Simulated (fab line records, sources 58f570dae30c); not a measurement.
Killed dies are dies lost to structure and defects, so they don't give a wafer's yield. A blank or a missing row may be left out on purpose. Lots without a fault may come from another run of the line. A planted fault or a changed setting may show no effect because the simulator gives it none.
Problem report in the 8D (eight disciplines) form, filled by code | flow berkeley_cmos170 | the parts of the form that need people (team, actions taken, sign-off) are left out

1. THE PROBLEM
PLDD_RS at UCB170_SDANNEAL_RS_MEAS_04 reads a mean of 1084.2 ohm/sq on 6 wafers of 2 lots; wafers without a fault read 1031.8 ohm/sq with a standard deviation of 2.4. That is +22 standard deviations from the usual mean.
The step: measures by four-point-probe.
First seen on wafer L859.1, day 9 03:54, on film_metro-02. The record holds 42 wafers of 14 lots with a number at this step. Rule for "out", or "out of limits": more than 4 standard deviations from the usual mean. The other wafers with a number count as sound.

2. WHAT IT IS AND WHAT IT IS NOT
question                    | is                     | is not
which readings at this step | PLDD_RS                | -
which lots                  | L859, L860             | L854, L855, L856, L857, L869, L870, L871, L873, L874, L875, L876, L877
which wafers of those lots  | all that have a number | -
read on which gauges        | film_metro-02          | film_metro-01, film_metro-03
when                        | from day 9 03:54       | up to then (12 sound wafers); but 24 sound wafers of L869, L870, L871, L873, L874, L875, L876, L877 came after

3. SUSPECTS, AND WHAT RULES EACH OUT
Counting: a tool at a process step up to the reading stays a suspect if it ran every lot that is out and no sound lot after the first of them.
- the gauge at UCB170_SDANNEAL_RS_MEAS_04: ruled out. All the wafers that are out were read on film_metro-02, but those of them that UCB170_PLDD_IMPLANT_09 has rows for are out there too, on other tools.
- implanter-01 at UCB170_PLDD_IMPLANT_09: kept. It ran every lot that is out, first L859 (day 8 11:23), and no sound lot after that; its last sound lot up to then is L857 (day 7 23:23). Its own readings are out on those wafers: dose_ions_cm2, faraday_current_uA.
- plasma_asher-01 at UCB170_PLDD_STRIP_10 (strips in O2): ruled out as a lasting fault. Sound lots L869, L870, L876 ran on it after its first lot that is out, L859 (day 8 11:32).
Left after counting: implanter-01 at UCB170_PLDD_IMPLANT_09.

4. THE CAUSE (what the simulator had put in)
Process parameter drift: implanter-01, from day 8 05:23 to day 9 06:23, at UCB170_PLDD_IMPLANT_09. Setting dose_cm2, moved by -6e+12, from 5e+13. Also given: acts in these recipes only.
Counting left only this tool.

5. THE CHAIN OF EFFECTS, in route order
Each row: a reading whose mean over the struck wafers that have a number lies more than 3 standard deviations from the usual. Only readings for which the record gives a usual standard deviation are gone through. hours: the time from each lot's start at the first step in this table that gives one to its start at this step, as a median over the lots. sigmas: the change in usual standard deviations.
hours | step                       | reading            | usual         | on struck wafers | change | sigmas
0     | UCB170_PLDD_IMPLANT_09     | dose_ions_cm2      | 5e+13         | 4e+13            | -6e+12 | -95
0     | UCB170_PLDD_IMPLANT_09     | faraday_current_uA | 159           | 139              | -20    | -6.7
15    | UCB170_SDANNEAL_RS_MEAS_04 | PLDD_RS            | 1031.8 ohm/sq | 1084.2           | +52.4  | +22
The process steps in it:
- UCB170_PLDD_IMPLANT_09

6. WHAT WOULD HAVE CAUGHT IT SOONER
In this record the first reading out of limits at a measuring or inspecting step was taken at day 9 03:54, 23 hours after the fault began at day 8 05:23.
The tool's own readings at UCB170_PLDD_IMPLANT_09 were out on every struck wafer that the step has a row for (dose_ions_cm2, faraday_current_uA): an alarm limit on them would have fired on the first of those.
All the lots that are out (2) had begun UCB170_PLDD_IMPLANT_09 on implanter-01 by day 9 03:54. A hold on the tool at that time would have spared none of them.
